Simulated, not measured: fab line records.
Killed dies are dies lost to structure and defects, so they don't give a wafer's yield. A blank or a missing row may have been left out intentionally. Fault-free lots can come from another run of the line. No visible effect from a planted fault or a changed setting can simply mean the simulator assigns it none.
fab line records    flow rit_cmos
record lots=6  wafers=18  last_day=7
route steps=202 shown NWELL@36 PWELL@39 M1@202
lots that met no fault: from a run of the same line without faults
start_h: the number of hours between the record's first day and the start of the first shown wafer of the lot    wait_h: hours elapsed since this lot's preceding step    " repeats the value in the row above    L1.1+2: a single row standing in for several wafers    - no value, or no start given    * or withheld: withheld    < > ~ a bound
route shown NAME@n: a module of which the file shows steps, and the number in the route of the first    usual: the fault-free wafers' mean and standard deviation    same: alike in all rows    chamber/n: place in a boat    sites: each site's reading    _std_site: the values' standard deviation    _edge_site: outer sites' mean less inner sites'    radius_mm: how far each site lies from the wafer's centre    mask NAME#n: copy n    behind: tool/chamber where the wafer was last shaped    hold: why the lot was held/for how many hours/how that ended    device: which transistor (n, p or np) failed to switch    end of line: the same wafers' tests at the end of the route    a step given without rows: its recipe and nothing more    killed: dies that structure and defects cost at the first sort, which is not the same as the wafer's yield    map: the dies of a wafer, with x for killed, . for not killed, _ for no die there
set.NAME: the run value of the setting; set.NAME@STEP: its run value at that earlier step    model.NAME: the simulator's own value behind a step, which no gauge read
lots at selected steps of the route; one table per step, one row per wafer
services: from which hour (start_h, from the record's first day; less than 0 if before it) a tool's chamber was out of use, for how many hours, and why
## steps
# step RIT_NWELL_IMPLANT_08
# recipe species=P  energy_kev=168.6  dose_cm2=5e+13  tilt_deg=7
# step RIT_NWELL_STRIP_09
# recipe chemistry=O2  time_s=180  resist=NOVOLAK  platen_temp_c=withheld  power_w=500  pressure_mtorr=4000  o2_flow_sccm=4000
# usual drypump_motor_current_A=5.7/0.33  o2_flow_sccm=4002/12  rf_refl_power_W=6.7/1.4
lot.wafer  tool             chamber  start_h  wait_h  drypump_motor_current_A  o2_flow_sccm  rf_hours_counter_h  rf_refl_power_W
L159.3     plasma_asher-01  0        38.88    0.1     5.7                      3994          -                   5.3
L159.4     "                1        "        "       5.1                      4008          -                   10.1
L159.5     "                0        "        "       5.8                      4023          -                   5.3
L165.2     plasma_asher-01  0        67.60    0.1     5.8                      3986          44                  5.7
L165.3     "                0        "        "       5.8                      3997          -                   5.6
L165.5     "                0        "        "       5.8                      3988          -                   5.2
L168.3     plasma_asher-02  0        80.75    0.1     6.1                      3987          -                   6.8
L168.4     "                1        "        "       5.5                      4013          -                   6.2
L168.6     "                1        "        "       5.5                      4015          -                   5.8
L172.1     plasma_asher-01  1        101.19   0.1     5.0                      3977          48                  9.8
L172.3     "                0        "        "       5.8                      4019          -                   5.4
L172.6     "                0        "        "       5.7                      4009          -                   5.6
L176.2     plasma_asher-01  0        121.14   0.1     5.7                      4002          51                  5.4
L176.4     "                0        "        "       5.7                      4008          -                   5.4
L176.5     "                1        "        "       5.1                      4007          -                   9.7
L177.3     plasma_asher-03  0        125.81   0.1     5.6                      3976          -                   5.6
L177.4     "                1        "        "       6.0                      3985          -                   7.5
L177.6     "                0        "        "       5.6                      3990          -                   5.7
# step RIT_NWELL_TW_MEAS_10
# usual NWELL_TW=2145/10
lot.wafer  tool           chamber  start_h  wait_h  NWELL_TW
L159.3     film_metro-02  -        39.01    0.1     2144
L159.4     "              -        "        "       2148
L159.5     "              -        "        "       2130
L165.2     film_metro-02  -        67.78    0.1     2143
L165.3     "              -        "        "       2142
L165.5     "              -        "        "       2133
L168.3     film_metro-02  -        80.88    0.1     2152
L168.4     "              -        "        "       2145
L168.6     "              -        "        "       2151
L172.1     film_metro-01  -        101.37   0.1     2153
L172.3     "              -        "        "       2150
L172.6     "              -        "        "       2150
L176.2     film_metro-02  -        121.33   0.1     2144
L176.4     "              -        "        "       2158
L176.5     "              -        "        "       2144
L177.3     film_metro-01  -        125.95   0.1     2144
L177.4     "              -        "        "       2154
L177.6     "              -        "        "       2151
# step RIT_PWELL_HMDS_00
# recipe prime_time_s=60  prime_temp_c=140
# step RIT_PWELL_COAT_01
# recipe resist=NOVOLAK  spin_rpm=2000  resist_thk_nm=1300
# step RIT_PWELL_SOFTBAKE_02
# recipe resist=NOVOLAK  temp_c=90  time_s=60
# step RIT_PWELL_EXPOSE_03
# recipe mask_id=M3  na=0.57  target_cd_nm=43700  dose_mj=250
# step RIT_PWELL_PEB_04
# recipe resist=NOVOLAK  temp_c=withheld  time_s=withheld
# step RIT_PWELL_DEVELOP_05
# recipe resist=NOVOLAK  develop_time_s=68  dev_temp_c=23
# step RIT_PWELL_OVL_MEAS_06
# usual PWELL_OVL=1.9/1.4
lot.wafer  tool        chamber  start_h  wait_h  PWELL_OVL[nm]
L159.3     overlay-01  -        39.97    -       1.9
L159.4     "           -        "        "       0.2
L159.5     "           -        "        "       3.6
L165.2     overlay-02  -        68.85    -       3.2
L165.3     "           -        "        "       2.0
L165.5     "           -        "        "       1.0
L168.3     overlay-02  -        82.13    -       2.9
L168.4     "           -        "        "       1.2
L168.6     "           -        "        "       2.6
L172.1     overlay-02  -        102.31   -       2.6
L172.3     "           -        "        "       2.8
L172.6     "           -        "        "       2.0
L176.2     overlay-02  -        122.39   -       1.9
L176.4     "           -        "        "       2.0
L176.5     "           -        "        "       3.3
L177.3     overlay-02  -        127.18   -       1.2
L177.4     "           -        "        "       2.0
L177.6     "           -        "        "       3.0
# step RIT_PWELL_HARDBAKE_07
# recipe resist=NOVOLAK  temp_c=140  time_s=120
# step RIT_PWELL_IMPLANT_08
# recipe species=B  energy_kev=167  dose_cm2=7e+13  tilt_deg=7
# step RIT_PWELL_STRIP_09
# recipe chemistry=O2  time_s=180  resist=NOVOLAK  platen_temp_c=withheld  power_w=500  pressure_mtorr=4000  o2_flow_sccm=4000
# usual drypump_motor_current_A=5.6/0.34  o2_flow_sccm=4000/10  rf_refl_power_W=6.9/0.95
lot.wafer  tool             chamber  start_h  wait_h  drypump_motor_current_A  o2_flow_sccm  rf_hours_counter_h  rf_refl_power_W
L159.3     plasma_asher-04  0        40.57    0.1     5.0                      3992          -                   8.0
L159.4     "                1        "        "       5.4                      3988          -                   8.2
L159.5     "                1        "        "       5.4                      3987          -                   8.2
L165.2     plasma_asher-02  1        69.28    0.1     5.5                      4001          45                  6.1
L165.3     "                1        "        "       5.5                      3990          -                   5.8
L165.5     "                0        "        "       6.1                      3997          -                   6.8
L168.3     plasma_asher-02  0        82.62    0.1     6.1                      3199          -                   6.7
L168.4     "                1        "        "       5.5                      3998          -                   5.9
L168.6     "                1        "        "       5.5                      3988          -                   5.8
L172.1     plasma_asher-02  0        102.74   0.1     6.1                      3204          48                  6.9
L172.3     "                1        "        "       5.5                      4013          -                   5.7
L172.6     "                0        "        "       6.1                      3202          -                   6.4
L176.2     plasma_asher-03  1        122.82   0.1     6.0                      3997          29                  7.2
L176.4     "                1        "        "       6.0                      4007          -                   7.1
L176.5     "                1        "        "       6.0                      3993          -                   7.6
L177.3     plasma_asher-03  1        127.67   0.1     6.0                      4018          -                   7.3
L177.4     "                0        "        "       5.6                      3989          -                   5.9
L177.6     "                0        "        "       5.6                      4001          -                   5.7
# step RIT_PWELL_TW_MEAS_10
# usual PWELL_TW=953/5.8
lot.wafer  tool           chamber  start_h  wait_h  PWELL_TW
L159.3     film_metro-03  -        40.71    0.1     947
L159.4     "              -        "        "       954
L159.5     "              -        "        "       947
L165.2     film_metro-03  -        69.46    0.1     953
L165.3     "              -        "        "       941
L165.5     "              -        "        "       941
L168.3     film_metro-01  -        82.75    0.1     964
L168.4     "              -        "        "       963
L168.6     "              -        "        "       964
L172.1     film_metro-02  -        102.92   0.1     954
L172.3     "              -        "        "       961
L172.6     "              -        "        "       950
L176.2     film_metro-02  -        123.00   0.1     956
L176.4     "              -        "        "       953
L176.5     "              -        "        "       959
L177.3     film_metro-01  -        127.80   0.1     957
L177.4     "              -        "        "       960
L177.6     "              -        "        "       958
# step RIT_M1_PROBE_99
# usual killed_at_contacts=0.1/0.25  killed_at_front_end=7/3.2  killed_dies=7/3.2  killed_open=3.5/2.1  killed_short=3.5/2.1
# same gross_dies=264  killed_at_M0_to_M3=0  killed_at_M4_up=0  killed_at_back_side=0  killed_at_other=0
lot.wafer  tool       chamber  start_h  wait_h  killed_at_contacts  killed_at_front_end  killed_dies  killed_open  killed_short
L159.3     prober-01  -        75.33    0.2     0                   12                   12           10           2
L159.4     prober-01  -        75.38    0.2     0                   14                   14           4            10
L159.5     prober-01  -        75.43    0.2     0                   10                   10           7            3
L165.2     prober-01  -        104.62   0.1     0                   5                    5            5            0
L165.3     prober-01  -        104.67   0.2     0                   3                    3            1            2
L165.5     prober-01  -        104.77   0.2     0                   10                   10           9            1
L168.3     prober-02  -        118.85   0.2     0                   11                   11           4            7
L168.4     prober-02  -        118.90   0.2     0                   8                    8            4            4
L168.6     prober-02  -        119.00   0.2     0                   4                    4            2            2
L172.1     prober-01  -        137.96   0.1     0                   6                    6            3            3
L172.3     prober-01  -        138.06   0.2     0                   7                    7            3            4
L172.6     prober-01  -        138.21   0.2     0                   4                    4            2            2
L176.2     prober-01  -        165.84   0.1     0                   7                    7            2            5
L176.4     prober-01  -        165.94   0.2     0                   11                   11           7            4
L176.5     prober-01  -        165.99   0.2     0                   11                   11           5            6
L177.3     prober-02  -        174.20   0.2     1                   4                    5            2            3
L177.4     prober-02  -        174.25   0.2     0                   8                    8            5            3
L177.6     prober-02  -        174.35   0.2     0                   5                    5            1            4
# killed by level:class
L159.3 FOX1:geometric_particle:open=3 GATE:geometric_particle:open=3 REOX:geometric_particle:open=2 SPACER:geometric_particle:open=2 FOX1:geometric_particle:short=1 SILICIDE:geometric_particle:short=1
L159.4 GATE:geometric_particle:short=7 GATE:geometric_particle:open=3 FOX1:geometric_particle:short=1 FOX2:geometric_particle:short=1 SPACER:geometric_particle:open=1 SILICIDE:geometric_particle:short=1
L159.5 GATE:geometric_particle:open=3 FOX1:geometric_particle:open=2 FOX1:geometric_particle:short=2 GATE:geometric_particle:short=1 SPACER:geometric_particle:open=1 SILICIDE:geometric_particle:open=1
L165.2 FOX1:geometric_particle:open=1 FOX2:geometric_particle:open=1 GATE:geometric_particle:open=1 SPACER:geometric_particle:open=1 SILICIDE:geometric_particle:open=1
L165.3 GATE:geometric_particle:short=2 GATE:geometric_particle:open=1
L165.5 GATE:geometric_particle:open=4 FOX1:geometric_particle:open=2 FOX1:geometric_particle:short=1 FOX2:geometric_particle:open=1 SILICIDE:geometric_particle:open=1 SPACER:geometric_particle:open=1
L168.3 GATE:geometric_particle:short=4 REOX:geometric_particle:open=2 SPACER:geometric_particle:open=2 SILICIDE:geometric_particle:short=2 REOX:geometric_particle:short=1
L168.4 GATE:geometric_particle:short=3 SILICIDE:geometric_particle:open=2 FOX2:geometric_particle:open=1 REOX:geometric_particle:open=1 REOX:geometric_particle:short=1
L168.6 GATE:geometric_particle:open=2 FOX2:geometric_particle:short=1 SILICIDE:geometric_particle:short=1
L172.1 GATE:geometric_particle:open=2 REOX:geometric_particle:short=2 FOX1:geometric_particle:short=1 SILICIDE:geometric_particle:open=1
L172.3 GATE:geometric_particle:short=4 GATE:geometric_particle:open=2 REOX:geometric_particle:open=1
L172.6 FOX1:geometric_particle:short=1 FOX1:geometric_particle:open=1 FOX2:geometric_particle:short=1 FOX2:geometric_particle:open=1
L176.2 REOX:geometric_particle:short=2 FOX2:geometric_particle:open=1 GATE:geometric_particle:short=1 GATE:geometric_particle:open=1 SPACER:geometric_particle:short=1 SILICIDE:geometric_particle:short=1
L176.4 FOX1:geometric_particle:open=3 FOX1:geometric_particle:short=2 REOX:geometric_particle:open=2 FOX2:geometric_particle:open=1 GATE:geometric_particle:short=1 SPACER:geometric_particle:open=1 SPACER:geometric_particle:short=1
L176.5 FOX1:geometric_particle:short=2 GATE:geometric_particle:short=2 SILICIDE:geometric_particle:open=2 FOX1:geometric_particle:open=1 GATE:geometric_particle:open=1 REOX:geometric_particle:short=1 SPACER:geometric_particle:open=1 SILICIDE:geometric_particle:short=1
L177.3 GATE:geometric_particle:short=2 REOX:geometric_particle:open=1 SPACER:geometric_particle:short=1 CONTACT:geometric_particle:open=1
L177.4 REOX:geometric_particle:open=4 FOX1:geometric_particle:short=1 FOX2:geometric_particle:short=1 GATE:geometric_particle:short=1 GATE:geometric_particle:open=1
L177.6 FOX2:geometric_particle:short=2 GATE:geometric_particle:short=1 GATE:geometric_particle:open=1 SPACER:geometric_particle:short=1
## services
tool             chamber  start_h  hours  kind
plasma_asher-03  -        34.16    28.1   pm
plasma_asher-02  -        60.59    2.8    repair
plasma_asher-02  -        108.92   9.0    pm
plasma_asher-02  0        108.92   9.0    vent_cycle
plasma_asher-02  1        108.92   9.0    vent_cycle
plasma_asher-02  0        117.92   -      clean
plasma_asher-02  1        117.92   -      clean
## key
first_sign step=RIT_PWELL_STRIP_09  reading=o2_flow_sccm  direction=down  sigmas=78  usual=4000  struck=3202
effect none on later readings
met_at RIT_PWELL_STRIP_09
struck_wafers L168.3,L172.1,L172.6
tester_left_out L168,L172
onset_between 69.28 82.62
fault kind=process_parameter_drift  tool=plasma_asher-02  chamber=0  onset_h=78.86  steps=RIT_PWELL_STRIP_09  channel=o2_flow_sccm  offset=-800  shape=step  end_h=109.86  acts_in=these_recipes_only  stated=4000
# tester_left_out: of these lots the tester's yield and bins aren't shown, on N5 and GAA mostly nor the transistor test; their killed dies are dies lost to structure and defects alone, not to doping, threshold or leakage, so they don't give the yield
